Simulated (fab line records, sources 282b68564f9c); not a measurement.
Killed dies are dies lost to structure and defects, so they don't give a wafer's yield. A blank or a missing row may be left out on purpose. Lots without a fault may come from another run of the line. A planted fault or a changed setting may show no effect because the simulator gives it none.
Which tool did it? | flow rit_cmos | 14 lots, 42 wafers sampled, at 6 steps of a route of 202

WHAT THE GAUGES READ, wafer by wafer
RIT_NWELL_OVL_MEAS_06. Usual: NWELL_OVL 0.0 nm, standard deviation 1.4.
lot  | measured    | on         | NWELL_OVL (nm) | flag
L641 | day 1 22:07 | overlay-01 | 0.7 -0.1 1.6   |
L642 | day 2 02:16 | overlay-02 | -2.6 -1.8 -3.1 |
L644 | day 2 13:34 | overlay-01 | 0.1 0.1 0.8    |
L646 | day 2 22:30 | overlay-01 | -0.7 1.6 0.6   |
L647 | day 3 03:49 | overlay-01 | 0.6 -0.7 -1.2  |
L648 | day 3 08:26 | overlay-01 | 0.2 0.4 0.3    |
L649 | day 3 14:32 | overlay-02 | 0.9 -0.4 2.1   |
L650 | day 3 22:50 | overlay-01 | -0.7 0.5 -1.3  |
L652 | day 4 04:26 | overlay-02 | 1.7 1.2 1.6    |
L659 | day 5 18:24 | overlay-01 | 0.0 0.2 -3.1   |
L660 | day 5 20:59 | overlay-02 | 2.0 1.4 3.9    |
L661 | day 6 02:07 | overlay-01 | -2.0 0.0 0.6   |
L662 | day 6 07:13 | overlay-02 | 1.3 0.3 -0.1   |
L664 | day 6 17:44 | overlay-02 | -2.3 -0.4 -1.5 |

RIT_SPACER_THK_MEAS_04. Usual: SPACER_NITRIDE_THK 249.8 nm, standard deviation 2.
lot  | measured    | on            | SPACER_NITRIDE_THK (nm) | flag
L641 | day 3 02:05 | film_metro-01 | 247.6 249.1 247.4       |
L642 | day 3 04:42 | film_metro-01 | 249.4 249.7 251.6       |
L644 | day 3 17:03 | film_metro-03 | 246.8 248.1 247.4       |
L646 | day 4 00:50 | film_metro-02 | 253.0 251.6 252.1       |
L647 | day 4 07:44 | film_metro-03 | 499.8 497.0 497.1       | OFF
L648 | day 4 09:13 | film_metro-03 | 252.6 253.5 255.5       |
L649 | day 4 18:28 | film_metro-03 | 246.8 245.9 247.7       |
L650 | day 5 01:35 | film_metro-02 | 250.1 252.8 251.1       |
L652 | day 5 09:02 | film_metro-03 | 503.7 507.0 500.9       | OFF
L659 | day 6 21:26 | film_metro-03 | 249.6 250.0 250.9       |
L660 | day 6 23:22 | film_metro-01 | 252.3 252.7 251.1       |
L661 | day 7 07:03 | film_metro-02 | 247.7 248.6 247.7       |
L662 | day 7 08:39 | film_metro-03 | 246.2 246.9 246.2       |
L664 | day 7 22:56 | film_metro-03 | 251.7 247.8 247.6       |

RIT_CONTACT_OVL_MEAS_09. Usual: CONTACT_OVL -0.3 nm, standard deviation 1.3.
lot  | measured    | on         | CONTACT_OVL (nm) | flag
L641 | day 3 08:11 | overlay-02 | -0.4 -1.1 -1.1   |
L642 | day 3 10:51 | overlay-02 | 0.8 -0.3 0.9     |
L644 | day 3 22:56 | overlay-02 | -2.2 1.4 0.0     |
L646 | day 4 06:52 | overlay-02 | -0.9 -2.6 -1.4   |
L648 | day 4 15:19 | overlay-02 | 0.4 1.8 -0.9     |
L649 | day 5 00:17 | overlay-02 | -0.9 -0.4 -0.6   |
L650 | day 5 08:01 | overlay-02 | -1.7 -1.9 -1.9   |
L659 | day 7 03:25 | overlay-02 | -0.2 0.1 1.3     |
L660 | day 7 05:25 | overlay-02 | 1.4 0.2 1.0      |
L661 | day 7 12:59 | overlay-02 | 0.7 -1.1 0.4     |
L662 | day 7 14:37 | overlay-01 | -1.1 -1.0 0.7    |
L664 | day 8 05:16 | overlay-01 | 1.1 -0.9 -0.7    |

WHICH TOOL RAN EACH LOT (tool, then ch and the chambers of the sampled wafers, then the start)
lot  | RIT_SPACER_CVD_03                                         | RIT_SPACER_ETCHBACK_05            | RIT_NSD_STRIP_09
L641 | lpcvd-01 ch 1, day 3 00:10                                | rie_diel-03 ch 1,2,3, day 3 02:09 | plasma_asher-01 ch 0,1, day 3 03:37
L642 | lpcvd-01 ch 0, day 3 02:47                                | rie_diel-04 ch 0,2, day 3 04:46   | plasma_asher-04 ch 0,1, day 3 06:13
L644 | lpcvd-01 ch 0, day 3 14:11                                | rie_diel-03 ch 1,3, day 3 17:07   | plasma_asher-02 ch 0,1, day 3 18:34
L646 | lpcvd-01 ch 1, day 3 22:55                                | rie_diel-01 ch 0,1,3, day 4 00:53 | plasma_asher-04 ch 0,1, day 4 02:28
L647 | lpcvd-01 ch 0, day 4 03:11 and lpcvd-02 ch 0, day 4 05:49 | rie_diel-03 ch 0,2,3, day 4 07:48 | -
L648 | lpcvd-02 ch 1, day 4 07:18                                | rie_diel-04 ch 0,1,2, day 4 09:17 | plasma_asher-04 ch 1, day 4 10:44
L649 | lpcvd-02 ch 1, day 4 16:32                                | rie_diel-03 ch 0,2, day 4 18:31   | plasma_asher-02 ch 0,1, day 4 19:54
L650 | lpcvd-01 ch 1, day 4 22:43                                | rie_diel-04 ch 1,2,3, day 5 01:39 | plasma_asher-01 ch 0,1, day 5 03:17
L652 | lpcvd-02 ch 1, day 5 05:01                                | rie_diel-04 ch 2,3, day 5 09:05   | -
L659 | lpcvd-01 ch 0, day 6 19:31                                | rie_diel-03 ch 1,2,3, day 6 21:29 | plasma_asher-04 ch 0,1, day 6 22:58
L660 | lpcvd-01 ch 1, day 6 21:26                                | rie_diel-01 ch 0,1, day 6 23:24   | plasma_asher-04 ch 0,1, day 7 00:55
L661 | lpcvd-02 ch 1, day 7 05:08                                | rie_diel-03 ch 1,2, day 7 07:07   | plasma_asher-01 ch 0,1, day 7 08:34
L662 | lpcvd-01 ch 1, day 7 06:44                                | rie_diel-01 ch 0,2,3, day 7 08:43 | plasma_asher-04 ch 0,1, day 7 10:10
L664 | lpcvd-01 ch 0, day 7 21:00                                | rie_diel-01 ch 2,3, day 7 22:59   | plasma_asher-02 ch 0,1, day 8 00:23
- RIT_SPACER_CVD_03: deposits Si3N4 from SiH2Cl2/NH3, target thk 250 nm, time 3300 s.
- RIT_SPACER_ETCHBACK_05: etches Si3N4 in SF6/CHF3, stops on SiO2, target depth 250 nm, time 240 s.
- RIT_NSD_STRIP_09: strips in O2, time 180 s.

WHAT THE TOOLS THEMSELVES READ (means of the sampled wafers that have a number; where no wafer has one, the mark that the record gives instead)
RIT_SPACER_CVD_03. Usual: spike_tc_centre_C 812.4 C, standard deviation 1.3; spike_tc_source_C 834.3 C, standard deviation 2.5.
lot  | tool              | spike_tc_centre_C (C) | spike_tc_source_C (C) | flag
L641 | lpcvd-01          | 811.4                 | 834.0                 |
L642 | lpcvd-01          | 812.9                 | 837.9                 |
L644 | lpcvd-01          | 811.7                 | 836.9                 |
L646 | lpcvd-01          | 810.4                 | 834.7                 |
L647 | lpcvd-01/lpcvd-02 | 813.9                 | 834.6                 |
L648 | lpcvd-02          | 812.9                 | 832.0                 |
L649 | lpcvd-02          | 812.9                 | 831.8                 |
L650 | lpcvd-01          | 812.7                 | 834.5                 |
L652 | lpcvd-02          | 814.1                 | 832.3                 |
L659 | lpcvd-01          | 812.8                 | 836.9                 |
L660 | lpcvd-01          | 813.1                 | 834.6                 |
L661 | lpcvd-02          | 813.5                 | 831.6                 |
L662 | lpcvd-01          | 811.5                 | 834.8                 |
L664 | lpcvd-01          | 811.8                 | 837.0                 |

RIT_SPACER_ETCHBACK_05. Usual: chamber_pressure_mTorr 40.00 mTorr, standard deviation 0.04; drypump_motor_current_A 5.8 A, standard deviation 0.6; oes_product_au 0.850 a.u., standard deviation 0.013; throttle_valve_pct 10.24 %, standard deviation 0.16.
lot  | tool        | chamber_pressure_mTorr (mTorr) | drypump_motor_current_A (A) | oes_product_au (a.u.) | throttle_valve_pct (%) | flag
L641 | rie_diel-03 | 39.96                          | 5.3                         | 0.835                 | 10.14                  |
L642 | rie_diel-04 | 40.00                          | 5.8                         | 0.866                 | 10.29                  |
L644 | rie_diel-03 | 39.99                          | 5.5                         | 0.841                 | 10.08                  |
L646 | rie_diel-01 | 39.96                          | 6.3                         | 0.854                 | 10.31                  |
L647 | rie_diel-03 | 39.97                          | 5.3                         | 1.006                 | 10.29                  | OFF
L648 | rie_diel-04 | 40.07                          | 6.1                         | 0.865                 | 10.27                  |
L649 | rie_diel-03 | 40.02                          | 4.9                         | 0.843                 | 10.41                  |
L650 | rie_diel-04 | 40.00                          | 5.8                         | 0.851                 | 10.13                  |
L652 | rie_diel-04 | 40.00                          | 5.5                         | 1.024                 | 10.20                  | OFF
L659 | rie_diel-03 | 40.00                          | 5.3                         | 0.843                 | 10.15                  |
L660 | rie_diel-01 | 39.99                          | 6.1                         | 0.851                 | 10.38                  |
L661 | rie_diel-03 | 39.96                          | 5.0                         | 0.839                 | 10.21                  |
L662 | rie_diel-01 | 40.02                          | 6.4                         | 0.843                 | 10.20                  |
L664 | rie_diel-01 | 40.00                          | 6.6                         | 0.851                 | 10.15                  |

RIT_NSD_STRIP_09. Usual: chamber_pressure_mTorr 4000 mTorr, standard deviation 3.6; drypump_motor_current_A 5.7 A, standard deviation 0.43.
lot  | tool            | chamber_pressure_mTorr (mTorr) | drypump_motor_current_A (A) | flag
L641 | plasma_asher-01 | 3998                           | 5.4                         |
L642 | plasma_asher-04 | 3999                           | 5.6                         |
L644 | plasma_asher-02 | 4000                           | 5.9                         |
L646 | plasma_asher-04 | 4000                           | 5.6                         |
L648 | plasma_asher-04 | 4000                           | 6.1                         |
L649 | plasma_asher-02 | 4004                           | 5.5                         |
L650 | plasma_asher-01 | 3999                           | 5.8                         |
L659 | plasma_asher-04 | 3996                           | 5.8                         |
L660 | plasma_asher-04 | 4001                           | 5.5                         |
L661 | plasma_asher-01 | 4004                           | 5.8                         |
L662 | plasma_asher-04 | 3998                           | 5.5                         |
L664 | plasma_asher-02 | 4001                           | 5.9                         |

THE ANSWER, worked out from the rows above alone
Rule: a lot is off if the mean of its wafers that have a number lies more than 3 standard deviations from the usual mean. A lot without any number at a reading at which 4 lots or more have one is off too. The other lots that the step has rows for count as sound. The gauges are gone through in route order, then the tools' own readings, and for those a lot's mean is taken as printed above. The first step at which some lot is off is used, and at that step the reading that is off furthest; a lot without a number counts as furthest.
Off: L647, L652, at RIT_SPACER_THK_MEAS_04 (SPACER_NITRIDE_THK).
A tool fits if, at a process step before that reading, it ran every lot that is off, and no sound lot after the first of them. The gauges at RIT_SPACER_THK_MEAS_04 aren't tried: what is off there is off at RIT_SPACER_ETCHBACK_05 too, on other tools, and a gauge's error can't cause that. None of those tried fits.

WHAT THE SIMULATOR HAD PUT IN
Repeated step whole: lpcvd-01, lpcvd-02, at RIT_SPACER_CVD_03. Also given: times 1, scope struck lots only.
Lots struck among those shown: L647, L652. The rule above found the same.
